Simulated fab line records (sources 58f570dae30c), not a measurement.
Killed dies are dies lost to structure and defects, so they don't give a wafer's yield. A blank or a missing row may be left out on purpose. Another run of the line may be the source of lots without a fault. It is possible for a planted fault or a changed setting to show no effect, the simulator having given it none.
fab line records | flow berkeley-cmos170 | part 1 of 2: steps 1 to 32 of 46
[record] lots = 5 | wafers = 15 | last-day = 13
route steps=331 shown ACTIVE@74 PFIELD@79 FIELD@89 SACOX@97 SCREENOX@100 NVT@104 PVT@115
lots untouched by any fault: they come from a run of this same line in which no faults occurred
start-h: hours from the record's first day to the start of the lot's first wafer shown | wait-h: time in hours since the lot's previous step | " as in the row above | L1.1+2: a single row standing in for several wafers | - value missing, or start not given | * or withheld: withheld | < > ~ a bound
route shown NAME@n: NAME is a module with steps in the file, n the number in the route of the first one | usual: mean/standard deviation of fault-free wafers | same: alike in all rows | chamber/n: place in a boat | sites: the reading at each site | _std_site: the values' standard deviation | _edge_site: the outer-site mean with the inner-site mean subtracted | radius-mm: how far each site lies from the wafer's centre | mask NAME#n: copy n | behind: the tool/chamber that last shaped the wafer | hold: the reason the lot was held/the length of the hold in hours/how it ended | device: which transistor (n, p or np) failed to switch | end of line: the tests these same wafers got at the end of their route | a step with no rows: only its recipe | killed: dies lost to structure and defects at the first sort, not the wafer's yield | map: a wafer's dies, x killed, . not, _ none there
set.NAME: the setting the step ran with; set.NAME@STEP: the setting that earlier step ran with | model.NAME: the simulator's own value behind a step, which no gauge read
certain route steps with their lots: each step a table, each wafer a row
services: when a tool's chamber went out of use (start-h, in hours from the record's first day, below 0 if earlier), for how many hours, and the reason
[[steps]]
[step UCB170_ACTIVE_OVL_MEAS_14]
[usual] ACTIVE_OVL = 1/5.3
lot.wafer | tool       | chamber | start-h | wait-h | ACTIVE_OVL[nm]
L083.1    | overlay-01 | -       | 140.15  | 0.1    | 5
L083.3    | "          | -       | "       | "      | 4
L083.6    | "          | -       | "       | "      | 12
L092.1    | overlay-02 | -       | 177.31  | 0.1    | -1
L092.2    | "          | -       | "       | "      | 3
L092.3    | "          | -       | "       | "      | -4
L093.2    | overlay-01 | -       | 186.62  | 0.1    | 8
L093.5    | "          | -       | "       | "      | 0
L093.6    | "          | -       | "       | "      | 6
L095.2    | overlay-01 | -       | 195.53  | 0.1    | 4
L095.3    | "          | -       | "       | "      | 0
L095.5    | "          | -       | "       | "      | -5
L097.1    | overlay-02 | -       | 205.35  | 0.1    | 0
L097.2    | "          | -       | "       | "      | 4
L097.4    | "          | -       | "       | "      | 8
[step UCB170_ACTIVE_ETCH_15]
[recipe] chemistry = CH3F/Ar/O2 | target = Si3N4 | stop-on = SiO2 | CH3F_flow_sccm = 20 | Ar_flow_sccm = 50 | O2_flow_sccm = 7 | pressure-mtorr = 50 | rf-w = 450 | target-depth-a = 2420 | over-etch-frac = 0.1 | time-s = 151
[usual] drypump-motor-current-A = 5.8/0.53 | oes-product-au = 0.942/0.015 | throttle-valve-pct = 8.07/0.15
lot.wafer | tool        | chamber | start-h | wait-h | drypump-motor-current-A | oes-product-au | rf-hours-counter-h | throttle-valve-pct
L083.1    | rie-diel-02 | 0       | 140.19  | 0.0    | 6.2                     | 0.923          | 20                 | 8.09
L083.3    | "           | 1       | "       | "      | 5.2                     | 0.920          | 6                  | 8.19
L083.6    | "           | 1       | "       | "      | 5.2                     | 0.925          | -                  | 8.19
L092.1    | rie-diel-03 | 0       | 177.34  | 0.0    | 6.2                     | 0.958          | 63                 | 8.17
L092.2    | "           | 2       | "       | "      | 6.5                     | 0.961          | 127                | 8.22
L092.3    | "           | 1       | "       | "      | 6.6                     | 0.933          | 1                  | 7.79
L093.2    | rie-diel-04 | 3       | 186.65  | 0.0    | 5.4                     | 0.937          | 35                 | 8.19
L093.5    | "           | 1       | "       | "      | 5.6                     | 0.928          | -                  | 8.14
L093.6    | "           | 2       | "       | "      | 6.4                     | 0.951          | -                  | 7.78
L095.2    | rie-diel-03 | 2       | 195.56  | 0.0    | 6.5                     | 0.966          | 128                | 8.19
L095.3    | "           | 0       | "       | "      | 6.2                     | 0.944          | 64                 | 8.18
L095.5    | "           | 0       | "       | "      | 6.2                     | 0.939          | -                  | 8.17
L097.1    | rie-diel-04 | 0       | 205.39  | 0.0    | 5.0                     | 0.967          | 141                | 8.02
L097.2    | "           | 3       | "       | "      | 5.4                     | 0.943          | 36                 | 8.18
L097.4    | "           | 2       | "       | "      | 6.3                     | 0.946          | 16                 | 7.76
[step UCB170_ACTIVE_STRIP_16]
[recipe] chemistry = O2 | power-w = 400 | pressure-mtorr = 3500 | platen-temp-c = withheld | o2-flow-sccm = 400 | overash-fraction = 0.5
[usual] drypump-motor-current-A = 5.63/0.28 | oes-product-au = 0.720/0.0045 | strip-time-to-endpoint-s = 18.05/0.08
lot.wafer | tool            | chamber | start-h | wait-h | drypump-motor-current-A | oes-product-au | rf-hours-counter-h | strip-time-to-endpoint-s
L083.1    | plasma-asher-02 | 1       | 140.29  | 0.1    | 6.08                    | 0.716          | 36                 | 18.23
L083.3    | "               | 1       | "       | "      | 6.05                    | 0.720          | -                  | 18.03
L083.6    | "               | 0       | "       | "      | 5.60                    | 0.722          | -                  | 18.01
L092.1    | plasma-asher-02 | 1       | 177.44  | 0.1    | 6.02                    | 0.720          | 40                 | 18.05
L092.2    | "               | 0       | "       | "      | 5.61                    | 0.735          | 40                 | 18.13
L092.3    | "               | 0       | "       | "      | 5.62                    | 0.717          | -                  | 18.15
L093.2    | plasma-asher-02 | 0       | 186.75  | 0.1    | 5.62                    | 0.714          | 42                 | 18.14
L093.5    | "               | 1       | "       | "      | 6.04                    | 0.720          | -                  | 18.06
L093.6    | "               | 0       | "       | "      | 5.62                    | 0.722          | -                  | 18.04
L095.2    | plasma-asher-02 | 1       | 195.66  | 0.1    | 6.06                    | 0.725          | 43                 | 18.14
L095.3    | "               | 1       | "       | "      | 6.04                    | 0.716          | -                  | 18.11
L095.5    | "               | 0       | "       | "      | 5.61                    | 0.721          | -                  | 18.01
L097.1    | plasma-asher-02 | 1       | 205.49  | 0.1    | 6.02                    | 0.717          | 44                 | 18.06
L097.2    | "               | 0       | "       | "      | 5.61                    | 0.728          | 44                 | 18.04
L097.4    | "               | 0       | "       | "      | 5.61                    | 0.724          | -                  | 18.12
[step UCB170_ACTIVE_CD_MEAS_90]
[recipe] target-cd-nm = 1200
[usual] cd-nm = 1200.2/1.5
lot.wafer | tool      | chamber | start-h | wait-h | cd-nm
L083.1    | cd-sem-01 | -       | 140.39  | 0.1    | 1201.8
L083.3    | "         | -       | "       | "      | 1201.3
L083.6    | "         | -       | "       | "      | 1202.5
L092.1    | cd-sem-01 | -       | 177.54  | 0.1    | 1198.1
L092.2    | "         | -       | "       | "      | 1199.9
L092.3    | "         | -       | "       | "      | 1197.2
L093.2    | cd-sem-02 | -       | 186.87  | 0.1    | 1201.4
L093.5    | "         | -       | "       | "      | 1202.2
L093.6    | "         | -       | "       | "      | 1200.7
L095.2    | cd-sem-02 | -       | 195.78  | 0.1    | 1199.6
L095.3    | "         | -       | "       | "      | 1198.0
L095.5    | "         | -       | "       | "      | 1198.7
L097.1    | cd-sem-01 | -       | 205.64  | 0.1    | 1200.8
L097.2    | "         | -       | "       | "      | 1200.0
L097.4    | "         | -       | "       | "      | 1199.9
[step UCB170_ACTIVE_CLEAN_17]
[recipe] chemistry = SPM | temp-c = 120 | time-s = 600
lot.wafer  | tool         | chamber | start-h | wait-h
L083.1+3+6 | wet-bench-03 | 0       | 140.60  | 0.2
L092.1+2+3 | wet-bench-04 | 1       | 177.66  | 0.1
L093.2+5+6 | wet-bench-04 | 0       | 187.86  | 1.0
L095.2+3+5 | wet-bench-01 | 1       | 198.21  | 2.4
L097.1+2+4 | wet-bench-01 | 2       | 205.76  | 0.1
[step UCB170_PFIELD_HMDS_00]
[recipe] prime-time-s = 60 | prime-temp-c = 100
lot.wafer  | tool           | chamber | start-h | wait-h
L083.1+3+6 | litho-track-01 | 0       | 140.80  | 0.0
L092.1+2+3 | litho-track-03 | 0       | 178.19  | 0.3
L093.2+5+6 | litho-track-01 | 0       | 188.28  | 0.2
L095.2+3+5 | litho-track-04 | 0       | 198.60  | 0.2
L097.1+2+4 | litho-track-04 | 0       | 206.13  | 0.2
[step UCB170_PFIELD_COAT_01]
[recipe] resist = KrF | spin-rpm = 1500 | resist-thk-nm = 900
lot.wafer  | tool           | chamber | start-h | wait-h
L083.1+3+6 | litho-track-01 | 0       | 140.95  | 0.1
L092.1+2+3 | litho-track-03 | 0       | 178.34  | 0.1
L093.2+5+6 | litho-track-01 | 0       | 188.43  | 0.1
L095.2+3+5 | litho-track-04 | 0       | 198.75  | 0.1
L097.1+2+4 | litho-track-04 | 0       | 206.28  | 0.1
[step UCB170_PFIELD_SOFTBAKE_02]
[recipe] resist = KrF | temp-c = 130 | time-s = 60
lot.wafer  | tool           | chamber | start-h | wait-h
L083.1+3+6 | litho-track-01 | 0       | 141.10  | 0.1
L092.1+2+3 | litho-track-03 | 0       | 178.49  | 0.1
L093.2+5+6 | litho-track-01 | 0       | 188.58  | 0.1
L095.2+3+5 | litho-track-04 | 0       | 198.90  | 0.1
L097.1+2+4 | litho-track-04 | 0       | 206.43  | 0.1
[step UCB170_PFIELD_EXPOSE_03]
[recipe] mask-id = PFIELD | na = 0.5 | sigma-outer = 0.6 | source-shape = conventional | target-cd-nm = 1500 | dose-mj = 30
lot.wafer  | tool           | chamber | start-h | wait-h | mask
L083.1+3+6 | krf-scanner-01 | 0       | 141.38  | 0.2    | PFIELD#0
L092.1+2+3 | krf-scanner-01 | 0       | 178.76  | 0.2    | PFIELD#0
L093.2+5+6 | krf-scanner-01 | 0       | 188.72  | 0.1    | PFIELD#0
L095.2+3+5 | krf-scanner-02 | 0       | 199.25  | 0.3    | PFIELD#0
L097.1+2+4 | krf-scanner-01 | 0       | 206.71  | 0.2    | PFIELD#0
[step UCB170_PFIELD_PEB_04]
[recipe] peb-temp-c = 130 | peb-time-s = withheld | resist = KrF
lot.wafer  | tool           | chamber | start-h | wait-h
L083.1+3+6 | litho-track-03 | 0       | 141.60  | 0.2
L092.1+2+3 | litho-track-03 | 0       | 179.09  | 0.3
L093.2+5+6 | litho-track-01 | 0       | 188.84  | 0.1
L095.2+3+5 | litho-track-03 | 0       | 200.14  | 0.9
L097.1+2+4 | litho-track-01 | 0       | 206.83  | 0.1
[step UCB170_PFIELD_DEVELOP_05]
[recipe] developer = TMAH | develop-time-s = 45 | resist = KrF | dev-temp-c = 21
lot.wafer  | tool           | chamber | start-h | wait-h
L083.1+3+6 | litho-track-03 | 0       | -       | -
L092.1+2+3 | litho-track-03 | 0       | -       | -
L093.2+5+6 | litho-track-01 | 0       | -       | -
L095.2+3+5 | litho-track-03 | 0       | -       | -
L097.1+2+4 | litho-track-01 | 0       | -       | -
[step UCB170_PFIELD_OVL_MEAS_06]
[usual] PFIELD_OVL = 2/5.4
lot.wafer | tool       | chamber | start-h | wait-h | PFIELD_OVL[nm]
L083.1    | overlay-01 | -       | 141.87  | -      | 2
L083.3    | "          | -       | "       | "      | 4
L083.6    | "          | -       | "       | "      | 8
L092.1    | overlay-02 | -       | 179.36  | -      | 10
L092.2    | "          | -       | "       | "      | 9
L092.3    | "          | -       | "       | "      | 6
L093.2    | overlay-02 | -       | 189.10  | -      | -4
L093.5    | "          | -       | "       | "      | -3
L093.6    | "          | -       | "       | "      | -6
L095.2    | overlay-01 | -       | 200.40  | -      | 11
L095.3    | "          | -       | "       | "      | 8
L095.5    | "          | -       | "       | "      | 0
L097.1    | overlay-02 | -       | 207.10  | -      | -7
L097.2    | "          | -       | "       | "      | -3
L097.4    | "          | -       | "       | "      | 0
[step UCB170_PFIELD_IMPLANT_07]
[recipe] species = B | dose-cm2 = 2e+13 | energy-kev = 80 | tilt-deg = 7
[usual] faraday-current-uA = 63.6/1.4
lot.wafer | tool         | chamber | start-h | wait-h | faraday-current-uA
L083.1    | implanter-03 | 0       | 141.91  | 0.0    | 63.8
L083.3    | "            | 0       | "       | "      | 62.9
L083.6    | "            | 0       | "       | "      | 64.9
L092.1    | implanter-01 | 0       | 179.40  | 0.0    | 64.9
L092.2    | "            | 0       | "       | "      | 62.1
L092.3    | "            | 0       | "       | "      | 64.6
L093.2    | implanter-03 | 0       | 189.15  | 0.0    | 65.0
L093.5    | "            | 0       | "       | "      | 64.8
L093.6    | "            | 0       | "       | "      | 64.6
L095.2    | implanter-03 | 0       | 200.45  | 0.0    | 63.7
L095.3    | "            | 0       | "       | "      | 62.8
L095.5    | "            | 0       | "       | "      | 61.6
L097.1    | implanter-03 | 0       | 207.14  | 0.0    | 62.4
L097.2    | "            | 0       | "       | "      | 62.0
L097.4    | "            | 0       | "       | "      | 63.6
[step UCB170_PFIELD_STRIP_08]
[recipe] chemistry = O2 | power-w = 400 | pressure-mtorr = 3500 | platen-temp-c = withheld | o2-flow-sccm = 400 | overash-fraction = 0.5
[usual] drypump-motor-current-A = 5.78/0.26 | oes-product-au = 0.734/0.0046 | strip-time-to-endpoint-s = 21.62/0.065
lot.wafer | tool            | chamber | start-h | wait-h | drypump-motor-current-A | oes-product-au | rf-hours-counter-h | strip-time-to-endpoint-s
L083.1    | plasma-asher-03 | 1       | 142.06  | 0.1    | 5.83                    | 0.730          | 2                  | 21.55
L083.3    | "               | 0       | "       | "      | 5.27                    | 0.732          | -                  | 21.51
L083.6    | "               | 0       | "       | "      | 5.31                    | 0.743          | -                  | 21.58
L092.1    | plasma-asher-01 | 0       | 179.55  | 0.1    | 6.11                    | 0.737          | 50                 | 21.63
L092.2    | "               | 1       | "       | "      | 5.55                    | 0.742          | 50                 | 21.68
L092.3    | "               | 0       | "       | "      | 6.10                    | 0.735          | -                  | 21.71
L093.2    | plasma-asher-03 | 0       | 189.28  | 0.1    | 5.29                    | 0.735          | 6                  | 21.64
L093.5    | "               | 0       | "       | "      | 5.29                    | 0.726          | -                  | 21.63
L093.6    | "               | 1       | "       | "      | 5.78                    | 0.735          | -                  | 21.67
L095.2    | plasma-asher-01 | 0       | 200.58  | 0.1    | 6.09                    | 0.738          | 52                 | 21.53
L095.3    | "               | 1       | "       | "      | 5.58                    | 0.737          | -                  | 21.54
L095.5    | "               | 1       | "       | "      | 5.57                    | 0.738          | -                  | 21.57
L097.1    | plasma-asher-02 | 0       | 207.29  | 0.1    | 5.62                    | 0.727          | 44                 | 21.51
L097.2    | "               | 1       | "       | "      | 6.06                    | 0.724          | 44                 | 21.53
L097.4    | "               | 0       | "       | "      | 5.61                    | 0.740          | -                  | 21.56
[step UCB170_PFIELD_TW_MEAS_09]
[usual] PFIELD_TW = 603/4.2
lot.wafer | tool          | chamber | start-h | wait-h | PFIELD_TW
L083.1    | film-metro-01 | -       | 142.16  | 0.1    | 603
L083.3    | "             | -       | "       | "      | 609
L083.6    | "             | -       | "       | "      | 603
L092.1    | film-metro-01 | -       | 179.74  | 0.2    | 604
L092.2    | "             | -       | "       | "      | 602
L092.3    | "             | -       | "       | "      | 602
L093.2    | film-metro-04 | -       | 189.39  | 0.1    | 595
L093.5    | "             | -       | "       | "      | 596
L093.6    | "             | -       | "       | "      | 593
L095.2    | film-metro-01 | -       | 200.69  | 0.1    | 602
L095.3    | "             | -       | "       | "      | 602
L095.5    | "             | -       | "       | "      | 602
L097.1    | film-metro-04 | -       | 207.39  | 0.1    | 597
L097.2    | "             | -       | "       | "      | 597
L097.4    | "             | -       | "       | "      | 595
[step UCB170_FIELD_CLEAN_00]
[recipe] chemistry = dHF | dilution = 25:1 | time-s = 7.5
lot.wafer  | tool         | chamber | start-h | wait-h
L083.1+3+6 | wet-bench-04 | 2       | 144.77  | 2.6
L092.1+2+3 | wet-bench-04 | 2       | 179.80  | 0.1
L093.2+5+6 | wet-bench-02 | 0       | 191.33  | 1.9
L095.2+3+5 | wet-bench-04 | 1       | 200.74  | 0.0
L097.1+2+4 | wet-bench-02 | 0       | 207.45  | 0.1
[step UCB170_FIELD_OXIDATION_01]
[recipe] temp-c = 1000 | ambient = H2O | p-h2o-torr = 584.62 | target-thk-a = 5583 | ox-time-s = 7200
[usual] zone-power-load-pct = 34.8/1.1
lot.wafer | tool       | chamber | start-h | wait-h | zone-power-load-pct
L083.1    | furnace-02 | 0       | 147.09  | 2.3    | 36.0
L083.3    | "          | 0       | "       | "      | 35.6
L083.6    | "          | 0       | "       | "      | 34.9
L092.1    | furnace-01 | 0       | 185.33  | 5.5    | 33.3
L092.2    | "          | 0       | "       | "      | 32.9
L092.3    | "          | 0       | "       | "      | 33.6
L093.2    | furnace-02 | 0       | 192.70  | 1.4    | 35.4
L093.5    | "          | 0       | "       | "      | 35.6
L093.6    | "          | 0       | "       | "      | 35.6
L095.2    | furnace-02 | 0       | 202.80  | 2.1    | 34.9
L095.3    | "          | 0       | "       | "      | 34.7
L095.5    | "          | 0       | "       | "      | 35.9
L097.1    | furnace-04 | 0       | 212.33  | 4.9    | 35.3
L097.2    | "          | 0       | "       | "      | 35.8
L097.4    | "          | 0       | "       | "      | 35.1
[step UCB170_FIELD_THK_MEAS_02]
[recipe] reads = SiO2_of_FIELD_OXIDATION_01
[usual] FIELD_OXIDE_THK = 554/9.3
lot.wafer | tool          | chamber | start-h | wait-h | FIELD_OXIDE_THK[nm]
L083.1    | film-metro-04 | -       | 150.09  | 0.0    | 544
L083.3    | "             | -       | "       | "      | 544
L083.6    | "             | -       | "       | "      | 545
L092.1    | film-metro-01 | -       | 188.33  | 0.0    | 555
L092.2    | "             | -       | "       | "      | 550
L092.3    | "             | -       | "       | "      | 564
L093.2    | film-metro-04 | -       | 195.71  | 0.0    | 553
L093.5    | "             | -       | "       | "      | 553
L093.6    | "             | -       | "       | "      | 563
L095.2    | film-metro-04 | -       | 205.81  | 0.0    | 562
L095.3    | "             | -       | "       | "      | 565
L095.5    | "             | -       | "       | "      | 556
L097.1    | film-metro-03 | -       | 215.33  | 0.0    | 554
L097.2    | "             | -       | "       | "      | 546
L097.4    | "             | -       | "       | "      | 558
[step UCB170_FIELD_ANNEAL_03]
[recipe] temp-c = 1000 | time-s = 1200 | ambient = N2
[usual] zone-power-load-pct = 34.6/1.1
lot.wafer | tool       | chamber | start-h | wait-h | zone-power-load-pct
L083.1    | furnace-01 | 0       | 155.30  | 5.2    | 32.9
L083.3    | "          | 0       | "       | "      | 33.4
L083.6    | "          | 0       | "       | "      | 33.0
L092.1    | furnace-02 | 0       | 191.37  | 3.0    | 35.5
L092.2    | "          | 0       | "       | "      | 35.8
L092.3    | "          | 0       | "       | "      | 35.0
L093.2    | furnace-01 | 0       | 198.18  | 2.5    | 33.5
L093.5    | "          | 0       | "       | "      | 33.3
L093.6    | "          | 0       | "       | "      | 32.8
L095.2    | furnace-04 | 0       | 211.00  | 5.2    | 35.1
L095.3    | "          | 0       | "       | "      | 35.7
L095.5    | "          | 0       | "       | "      | 35.6
L097.1    | furnace-01 | 0       | 218.38  | 3.0    | 33.1
L097.2    | "          | 0       | "       | "      | 33.5
L097.4    | "          | 0       | "       | "      | 33.6
[step UCB170_FIELD_WET_ETCH_04]
[recipe] chemistry = dHF | dilution = 10:1 | target = SiO2 | temp-c = 25 | time-s = 60
lot.wafer  | tool         | chamber | start-h | wait-h
L083.1+3+6 | wet-bench-02 | 0       | 156.64  | 0.0
L092.1+2+3 | wet-bench-02 | 0       | 192.70  | 0.0
L093.2+5+6 | wet-bench-04 | 1       | 199.51  | 0.0
L095.2+3+5 | wet-bench-02 | 1       | 212.58  | 0.2
L097.1+2+4 | wet-bench-03 | 3       | 219.71  | 0.0
[step UCB170_FIELD_WET_ETCH_05]
[recipe] chemistry = H3PO4 | target = Si3N4 | temp-c = 160 | time-s = 12600
lot.wafer  | tool         | chamber | start-h | wait-h
L083.1+3+6 | wet-bench-02 | 0       | 156.66  | 0.0
L092.1+2+3 | wet-bench-02 | 3       | 192.72  | 0.0
L093.2+5+6 | wet-bench-03 | 3       | 199.54  | 0.0
L095.2+3+5 | wet-bench-02 | 1       | 212.60  | 0.0
L097.1+2+4 | wet-bench-02 | 2       | 219.74  | 0.0
[step UCB170_FIELD_WET_ETCH_06]
[recipe] chemistry = BOE | dilution = 5:1 | target = SiO2 | temp-c = 25 | time-s = 22
lot.wafer  | tool         | chamber | start-h | wait-h
L083.1+3+6 | wet-bench-03 | 0       | 160.49  | 0.0
L092.1+2+3 | wet-bench-02 | 1       | 196.61  | 0.4
L093.2+5+6 | wet-bench-02 | 0       | 203.44  | 0.1
L095.2+3+5 | wet-bench-03 | 3       | 216.11  | 0.0
L097.1+2+4 | wet-bench-03 | 2       | 223.57  | 0.0
[step UCB170_FIELD_THK_MEAS_90]
[recipe] reads = SiO2_of_FIELD_OXIDATION_01
[usual] FIELD_OXIDE_LEFT_1_THK = 437/9.3
lot.wafer | tool          | chamber | start-h | wait-h | FIELD_OXIDE_LEFT_1_THK[nm]
L083.1    | film-metro-04 | -       | 160.51  | 0.0    | 428
L083.3    | "             | -       | "       | "      | 428
L083.6    | "             | -       | "       | "      | 429
L092.1    | film-metro-04 | -       | 196.68  | 0.1    | 439
L092.2    | "             | -       | "       | "      | 433
L092.3    | "             | -       | "       | "      | 446
L093.2    | film-metro-01 | -       | 203.46  | 0.0    | 436
L093.5    | "             | -       | "       | "      | 436
L093.6    | "             | -       | "       | "      | 446
L095.2    | film-metro-01 | -       | 216.20  | 0.1    | 446
L095.3    | "             | -       | "       | "      | 449
L095.5    | "             | -       | "       | "      | 440
L097.1    | film-metro-04 | -       | 223.59  | 0.0    | 438
L097.2    | "             | -       | "       | "      | 431
L097.4    | "             | -       | "       | "      | 442
[step UCB170_SACOX_CLEAN_00]
[recipe] chemistry = dHF | dilution = 25:1 | time-s = 7.5
lot.wafer  | tool         | chamber | start-h | wait-h
L083.1+3+6 | wet-bench-02 | 1       | 160.57  | 0.1
L092.1+2+3 | wet-bench-02 | 0       | 196.85  | 0.2
L093.2+5+6 | wet-bench-02 | 0       | 203.63  | 0.2
L095.2+3+5 | wet-bench-02 | 2       | 216.25  | 0.0
L097.1+2+4 | wet-bench-03 | 0       | 223.65  | 0.1
[step UCB170_SACOX_OXIDATION_01]
[recipe] temp-c = 900 | ambient = O2 | target-thk-a = 144 | ox-time-s = 2400
[usual] zone-power-load-pct = 27.2/0.78
lot.wafer | tool       | chamber | start-h | wait-h | zone-power-load-pct
L083.1    | furnace-01 | 0       | 164.49  | 3.9    | 25.9
L083.3    | "          | 0       | "       | "      | 25.6
L083.6    | "          | 0       | "       | "      | 25.8
L092.1    | furnace-04 | 0       | 199.40  | 2.5    | 27.4
L092.2    | "          | 0       | "       | "      | 27.7
L092.3    | "          | 0       | "       | "      | 27.5
L093.2    | furnace-02 | 0       | 207.05  | 3.4    | 28.1
L093.5    | "          | 0       | "       | "      | 27.8
L093.6    | "          | 0       | "       | "      | 27.8
L095.2    | furnace-02 | 0       | 220.83  | 4.6    | 27.6
L095.3    | "          | 0       | "       | "      | 27.7
L095.5    | "          | 0       | "       | "      | 27.6
L097.1    | furnace-02 | 0       | 226.60  | 2.9    | 27.5
L097.2    | "          | 0       | "       | "      | 28.2
L097.4    | "          | 0       | "       | "      | 28.1
[step UCB170_SACOX_THK_MEAS_02]
[recipe] reads = SiO2_of_SACOX_OXIDATION_01
[usual] SACOX_OXIDE_THK = 14.39/0.27
lot.wafer | tool          | chamber | start-h | wait-h | SACOX_OXIDE_THK[nm]
L083.1    | film-metro-01 | -       | 166.15  | 0.0    | 13.99
L083.3    | "             | -       | "       | "      | 14.04
L083.6    | "             | -       | "       | "      | 14.17
L092.1    | film-metro-02 | -       | 201.09  | 0.0    | 14.84
L092.2    | "             | -       | "       | "      | 14.73
L092.3    | "             | -       | "       | "      | 14.51
L093.2    | film-metro-01 | -       | 208.73  | 0.0    | 14.31
L093.5    | "             | -       | "       | "      | 14.14
L093.6    | "             | -       | "       | "      | 14.09
L095.2    | film-metro-01 | -       | 222.53  | 0.0    | 14.13
L095.3    | "             | -       | "       | "      | 14.35
L095.5    | "             | -       | "       | "      | 14.21
L097.1    | film-metro-01 | -       | 228.27  | 0.0    | 14.74
L097.2    | "             | -       | "       | "      | 14.93
L097.4    | "             | -       | "       | "      | 14.66
[step UCB170_SCREENOX_WET_ETCH_00]
[recipe] chemistry = dHF | dilution = 25:1 | target = SiO2 | temp-c = 25 | time-s = 200
lot.wafer  | tool         | chamber | start-h | wait-h
L083.1+3+6 | wet-bench-02 | 0       | 166.47  | 0.3
L092.1+2+3 | wet-bench-02 | 1       | 201.28  | 0.2
L093.2+5+6 | wet-bench-02 | 3       | 208.78  | 0.0
L095.2+3+5 | wet-bench-02 | 0       | 224.14  | 1.6
L097.1+2+4 | wet-bench-02 | 2       | 228.33  | 0.1
[step UCB170_SCREENOX_OXIDATION_01]
[recipe] temp-c = 900 | ambient = O2 | target-thk-a = 144 | ox-time-s = 2400
[usual] zone-power-load-pct = 27.2/0.84
lot.wafer | tool       | chamber | start-h | wait-h | zone-power-load-pct
L083.1    | furnace-02 | 0       | 169.80  | 3.3    | 27.1
L083.3    | "          | 0       | "       | "      | 27.5
L083.6    | "          | 0       | "       | "      | 27.7
L092.1    | furnace-01 | 0       | 203.35  | 2.0    | 26.3
L092.2    | "          | 0       | "       | "      | 25.3
L092.3    | "          | 0       | "       | "      | 26.1
L093.2    | furnace-02 | 0       | 213.57  | 4.7    | 28.1
L093.5    | "          | 0       | "       | "      | 27.6
L093.6    | "          | 0       | "       | "      | 27.8
L095.2    | furnace-04 | 0       | 227.18  | 3.0    | 27.7
L095.3    | "          | 0       | "       | "      | 27.0
L095.5    | "          | 0       | "       | "      | 27.2
L097.1    | furnace-01 | 0       | 232.40  | 4.0    | 26.2
L097.2    | "          | 0       | "       | "      | 26.0
L097.4    | "          | 0       | "       | "      | 26.3
[step UCB170_SCREENOX_THK_MEAS_02]
[recipe] reads = SiO2_of_SCREENOX_OXIDATION_01
[usual] SCREENOX_OXIDE_THK = 14.30/0.26
lot.wafer | tool          | chamber | start-h | wait-h | SCREENOX_OXIDE_THK[nm]
L083.1    | film-metro-04 | -       | 171.60  | 0.1    | 14.02
L083.3    | "             | -       | "       | "      | 13.97
L083.6    | "             | -       | "       | "      | 14.06
L092.1    | film-metro-04 | -       | 205.07  | 0.1    | 14.51
L092.2    | "             | -       | "       | "      | 14.49
L092.3    | "             | -       | "       | "      | 14.45
L093.2    | film-metro-02 | -       | 215.24  | 0.0    | 14.61
L093.5    | "             | -       | "       | "      | 14.47
L093.6    | "             | -       | "       | "      | 14.12
L095.2    | film-metro-02 | -       | 228.86  | 0.0    | 14.10
L095.3    | "             | -       | "       | "      | 14.34
L095.5    | "             | -       | "       | "      | 14.31
L097.1    | film-metro-03 | -       | 234.06  | 0.0    | 14.57
L097.2    | "             | -       | "       | "      | 14.11
L097.4    | "             | -       | "       | "      | 14.43
[step UCB170_SCREENOX_ANNEAL_03]
[recipe] temp-c = 900 | time-s = 900 | ambient = N2
[usual] zone-power-load-pct = 27.1/0.79
lot.wafer | tool       | chamber | start-h | wait-h | zone-power-load-pct
L083.1    | furnace-04 | 0       | 178.30  | 6.7    | 27.4
L083.3    | "          | 0       | "       | "      | 27.6
L083.6    | "          | 0       | "       | "      | 27.7
L092.1    | furnace-01 | 0       | 208.85  | 3.8    | 26.4
L092.2    | "          | 0       | "       | "      | 26.4
L092.3    | "          | 0       | "       | "      | 26.0
L093.2    | furnace-04 | 0       | 218.08  | 2.8    | 26.9
L093.5    | "          | 0       | "       | "      | 27.6
L093.6    | "          | 0       | "       | "      | 27.6
L095.2    | furnace-04 | 0       | 233.03  | 4.2    | 27.7
L095.3    | "          | 0       | "       | "      | 27.8
L095.5    | "          | 0       | "       | "      | 27.6
L097.1    | furnace-04 | 0       | 238.37  | 4.3    | 27.5
L097.2    | "          | 0       | "       | "      | 27.6
L097.4    | "          | 0       | "       | "      | 27.4
[step UCB170_NVT_HMDS_00]
[recipe] prime-time-s = 60 | prime-temp-c = 100
lot.wafer  | tool           | chamber | start-h | wait-h
L083.1+3+6 | litho-track-04 | 0       | 179.76  | 0.2
L092.1+2+3 | litho-track-04 | 0       | 210.20  | 0.1
L093.2+5+6 | litho-track-03 | 0       | 220.08  | 0.7
L095.2+3+5 | litho-track-02 | 0       | 234.56  | 0.3
L097.1+2+4 | litho-track-02 | 0       | 239.71  | 0.1
[step UCB170_NVT_COAT_01]
[recipe] resist = KrF | spin-rpm = 1500 | resist-thk-nm = 900
lot.wafer  | tool           | chamber | start-h | wait-h
L083.1+3+6 | litho-track-04 | 0       | 179.91  | 0.1
L092.1+2+3 | litho-track-04 | 0       | 210.35  | 0.1
L093.2+5+6 | litho-track-03 | 0       | 220.23  | 0.1
L095.2+3+5 | litho-track-02 | 0       | 234.71  | 0.1
L097.1+2+4 | litho-track-02 | 0       | 239.86  | 0.1
